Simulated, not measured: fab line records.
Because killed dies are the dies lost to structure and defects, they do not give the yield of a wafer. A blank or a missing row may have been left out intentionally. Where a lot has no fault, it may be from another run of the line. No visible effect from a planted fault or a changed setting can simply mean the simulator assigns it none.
A lot that was struck, set against a sound lot :: flow rit_cmos :: 16 steps out of a route of 202
Sound: these wafers, L928.1, L928.3, L928.5. Wafers struck: L935.1, L935.2, L935.6. The cause comes at the end.
Each step with rows lists, per side, the tool, then ch with its chambers, then its first start. Under that, the readings that differ: sound wafers :: struck wafers :: difference of the means :: sigmas: that difference in standard deviations of wafers without a fault.
alike: a reading whose means differ by less than 2 such deviations, as well as words and numbers matching on both sides. not compared: withheld readings; readings where some wafer has no value; bounds like >300 that might hide an equal value; numbers whose values overlap and for which the record gives no deviation.
Wherever a step has rows on one side only, a row that says differs or no value, or a row with sigmas, the two part there. Numbers that have no deviation but don't overlap get no sigmas and don't part them. A reading that every wafer of one side lacks parts them only if that side has two wafers or more.

RIT_ACTIVE_BOW_MEAS_00:
  sound: film_metro-02 at day 1 15:00; struck: film_metro-02 at day 3 02:00
  alike: INCOMING_BOW
then, 1 step without rows for these wafers: RIT_ACTIVE_OXIDATION_01 (target thk 46.8 nm, ox time 3360 s).
RIT_ACTIVE_THK_MEAS_02:
  sound: film_metro-03 at day 1 18:08; struck: film_metro-02 at day 3 04:56
  alike: ACTIVE_OXIDE_THK
then, 1 step without rows for these wafers: RIT_ACTIVE_CVD_03 (deposits Si3N4 from SiH2Cl2/NH3, target thk 150 nm, time 1500 s).
RIT_ACTIVE_THK_MEAS_04:
  sound: film_metro-03 at day 1 19:37; struck: film_metro-02 at day 3 06:25
  alike: ACTIVE_NITRIDE_THK
then, 1 step without rows for these wafers: RIT_ACTIVE_HMDS_05 (prime time 60 s).
RIT_ACTIVE_COAT_06: resist thk 1000 nm.
  sound on litho_track-02 ch 0, day 1 19:50; struck on litho_track-02 ch 0, day 3 06:37
reading: model.NOVOLAK_of_ACTIVE_COAT_06.thk_nm (nm)
sound: 1003 1002 1001
struck: 1063 1065 1063
difference: +62
sigmas: 
  alike: exhaust_pa, spin_speed_rpm
then, 4 steps without rows for these wafers: RIT_ACTIVE_SOFTBAKE_07 (time 60 s); RIT_ACTIVE_EXPOSE_08 (exposes mask M1, target cd 1400 nm); RIT_ACTIVE_PEB_09; RIT_ACTIVE_DEVELOP_10 (develop time 50 s).
RIT_ACTIVE_CD_MEAS_11: target cd 1400 nm.
  sound: cd_sem-02 at day 1 20:32; struck: cd_sem-01 at day 3 07:19
reading: cd_nm (nm)
sound: 1394.4 1395.9 1395.3
struck: 1409.3 1409.4 1407.8
difference: +13.6
sigmas: +6
then, 1 step without rows for these wafers: RIT_ACTIVE_HARDBAKE_12 (time 60 s).
RIT_ACTIVE_ETCH_13: etches Si3N4 in SF6, stops on SiO2, time 210 s, target depth 210 nm.
  sound on rie_diel-02 ch 0,1,2, day 1 20:48; struck on rie_diel-03 ch 1,2,3, day 3 07:35
reading: model.NOVOLAK_of_ACTIVE_COAT_06.thk_nm (nm)
sound: 646.1 649.4 659.5
struck: 710 710 705.1
difference: +57
sigmas: 
  alike: drypump_motor_current_A, oes_product_au, throttle_valve_pct
  not compared: rf_hours_counter_h
RIT_ACTIVE_STRIP_14: strips in O2, time 180 s.
  sound on plasma_asher-01 ch 0,1, day 1 20:56; struck on plasma_asher-01 ch 0,1, day 3 07:43
  alike: drypump_motor_current_A, o2_flow_sccm
  not compared: rf_hours_counter_h
RIT_M1_PROBE_99:
  sound: prober-01 at day 3 16:35; struck: prober-02 at day 5 06:16
  alike: killed_at_contacts, killed_at_front_end, killed_dies, killed_open, killed_short

== WHERE THEY PART ==
Only at RIT_ACTIVE_CD_MEAS_11, as far as this record shows. Later steps at which nothing parts them and some readings are alike: RIT_ACTIVE_ETCH_13, RIT_ACTIVE_STRIP_14, RIT_M1_PROBE_99.

WHY: what had been put in by the simulator
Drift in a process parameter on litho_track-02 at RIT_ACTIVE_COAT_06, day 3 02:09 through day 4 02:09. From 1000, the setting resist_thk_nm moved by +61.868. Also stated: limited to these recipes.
